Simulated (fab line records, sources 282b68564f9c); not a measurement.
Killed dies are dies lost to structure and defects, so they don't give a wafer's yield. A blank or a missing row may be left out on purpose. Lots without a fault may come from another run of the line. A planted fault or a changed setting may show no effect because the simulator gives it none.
Which tool did it? | flow rit_cmos | 14 lots, 42 wafers sampled, at 4 steps of a route of 202

WHAT THE GAUGES READ, wafer by wafer
RIT_ACTIVE_CD_MEAS_11: target cd 1400 nm. Usual: cd_nm 1399.2 nm, standard deviation 2.4.
lot  | measured    | on        | cd_nm (nm)           | flag
L170 | day 1 19:36 | cd_sem-01 | 1399.9 1400.0 1398.7 |
L171 | day 2 00:26 | cd_sem-02 | 1400.5 1401.7 1402.1 |
L173 | day 2 10:35 | cd_sem-02 | 1399.5 1397.1 1398.4 |
L174 | day 2 15:35 | cd_sem-02 | 1398.5 1399.8 1400.5 |
L179 | day 3 16:40 | cd_sem-01 | 1400.2 1398.2 1400.0 |
L180 | day 3 21:35 | cd_sem-01 | 1399.4 1399.3 1400.5 |
L181 | day 4 03:45 | cd_sem-01 | 1399.5 1399.3 1398.0 |
L182 | day 4 10:05 | cd_sem-01 | 1400.3 1400.4 1400.5 |
L187 | day 5 08:28 | cd_sem-01 | 1404.6 1402.6 1404.0 |
L188 | day 5 13:30 | cd_sem-01 | 1393.2 1395.6 1394.0 |
L189 | day 5 18:36 | cd_sem-01 | 1397.9 1395.7 1395.7 |
L190 | day 5 23:34 | cd_sem-01 | 1397.3 1398.2 1396.1 |
L191 | day 6 05:13 | cd_sem-01 | 1397.4 1394.7 1395.5 |
L192 | day 6 09:36 | cd_sem-01 | 1401.1 1398.6 1400.5 |

RIT_PWELL_OVL_MEAS_06. Usual: PWELL_OVL 0.7 nm, standard deviation 1.3.
lot  | measured    | on         | PWELL_OVL (nm) | flag
L170 | day 2 03:02 | overlay-01 | 0.6 1.6 0.1    |
L171 | day 2 07:58 | overlay-01 | 0.8 0.5 0.7    |
L173 | day 2 19:15 | overlay-02 | 3.2 2.2 -0.2   |
L174 | day 3 00:26 | overlay-01 | -0.2 -0.7 -2.5 |
L179 | day 4 00:19 | overlay-02 | 1.4 2.1 3.4    |
L180 | day 4 06:19 | overlay-02 | 1.9 1.0 0.7    |
L181 | day 4 10:59 | overlay-02 | 1.3 3.0 2.3    |
L182 | day 4 19:01 | overlay-01 | -1.1 -1.0 -0.9 |
L187 | day 5 16:11 | overlay-02 | 0.6 0.4 1.0    |
L188 | day 5 20:56 | overlay-02 | 2.3 2.2 1.4    |
L189 | day 6 03:04 | overlay-01 | 2.1 1.2 1.8    |
L190 | day 6 07:10 | overlay-02 | 3.1 3.3 1.7    |
L191 | day 6 13:37 | overlay-02 | 1.3 1.6 1.9    |
L192 | day 6 17:11 | overlay-01 | -1.3 0.2 0.7   |

RIT_NSD_OVL_MEAS_06. Usual: NSD_OVL -0.3 nm, standard deviation 1.3.
lot  | measured    | on         | NSD_OVL (nm)   | flag
L170 | day 3 03:58 | overlay-02 | 0.8 2.4 -0.8   |
L171 | day 3 09:31 | overlay-01 | -2.0 -0.1 0.5  |
L173 | day 3 20:29 | overlay-02 | -1.7 -1.7 0.3  |
L174 | day 4 03:58 | overlay-01 | -0.4 -1.0 0.8  |
L179 | day 5 00:56 | overlay-02 | -0.4 -3.2 -3.3 |
L180 | day 5 07:02 | overlay-01 | 0.0 -0.2 0.3   |
L187 | day 6 18:04 | overlay-02 | -0.5 -0.4 0.6  |
L188 | day 6 21:22 | overlay-01 | 0.1 0.7 -3.1   |
L189 | day 7 03:45 | overlay-01 | 0.3 1.4 -0.2   |
L190 | day 7 07:15 | overlay-01 | -0.7 -2.5 -2.7 |
L191 | day 7 14:40 | overlay-02 | -0.3 -0.9 0.8  |
L192 | day 7 19:07 | overlay-01 | 0.0 1.2 1.1    |

WHICH TOOL RAN EACH LOT (tool, then ch and the chambers of the sampled wafers, then the start)
lot  | RIT_GATE_EXPOSE_13
L170 | iline_stepper-02 ch 0, day 2 16:43
L171 | iline_stepper-01 ch 0, day 2 21:20
L173 | iline_stepper-02 ch 0, day 3 08:57
L174 | iline_stepper-02 ch 0, day 3 16:31
L179 | iline_stepper-02 ch 0, day 4 14:07
L180 | iline_stepper-02 ch 0, day 4 19:33
L181 | iline_stepper-02, day 5 00:20
L182 | iline_stepper-02, day 5 09:37
L187 | iline_stepper-02 ch 0, day 6 06:15
L188 | iline_stepper-02 ch 0, day 6 10:52
L189 | iline_stepper-02 ch 0, day 6 16:43
L190 | iline_stepper-02 ch 0, day 6 20:40
L191 | iline_stepper-01 ch 0, day 7 02:58
L192 | iline_stepper-02 ch 0, day 7 08:09
- RIT_GATE_EXPOSE_13: exposes mask M6, target cd 150 nm.

WHAT THE TOOLS THEMSELVES READ (means of the sampled wafers that have a number; where no wafer has one, the mark that the record gives instead)
RIT_GATE_EXPOSE_13. Usual: exposure_dose_mJ_cm2 380.0, standard deviation 0.39; focus_offset_nm 0.1 nm, standard deviation 0.49.
lot  | tool             | exposure_dose_mJ_cm2 | focus_offset_nm (nm) | flag
L170 | iline_stepper-02 | 380.2                | -0.3                 |
L171 | iline_stepper-01 | 380.1                | -0.3                 |
L173 | iline_stepper-02 | 380.0                | -0.5                 |
L174 | iline_stepper-02 | 380.0                | 0.0                  |
L179 | iline_stepper-02 | 379.5                | -0.2                 |
L180 | iline_stepper-02 | 380.6                | -0.2                 |
L181 | iline_stepper-02 | -                    | -                    | OFF
L182 | iline_stepper-02 | -                    | -                    | OFF
L187 | iline_stepper-02 | 380.3                | 0.3                  |
L188 | iline_stepper-02 | 380.1                | 0.7                  |
L189 | iline_stepper-02 | 380.1                | -0.0                 |
L190 | iline_stepper-02 | 379.4                | -0.4                 |
L191 | iline_stepper-01 | 380.2                | -0.3                 |
L192 | iline_stepper-02 | 379.1                | 0.4                  |

THE ANSWER, worked out from the rows above alone
Rule: a lot is off if the mean of its wafers that have a number lies more than 3 standard deviations from the usual mean. A lot without any number at a reading at which 4 lots or more have one is off too. The other lots that the step has rows for count as sound. The gauges are gone through in route order, then the tools' own readings, and for those a lot's mean is taken as printed above. The first step at which some lot is off is used, and at that step the reading that is off furthest; a lot without a number counts as furthest.
Off: L181, L182, at RIT_GATE_EXPOSE_13 (exposure_dose_mJ_cm2). Without a number there: L181, L182.
A tool fits if, at that step or a process step before it, it ran every lot that is off, and no sound lot after the first of them. None of those tried fits.

WHAT THE SIMULATOR HAD PUT IN
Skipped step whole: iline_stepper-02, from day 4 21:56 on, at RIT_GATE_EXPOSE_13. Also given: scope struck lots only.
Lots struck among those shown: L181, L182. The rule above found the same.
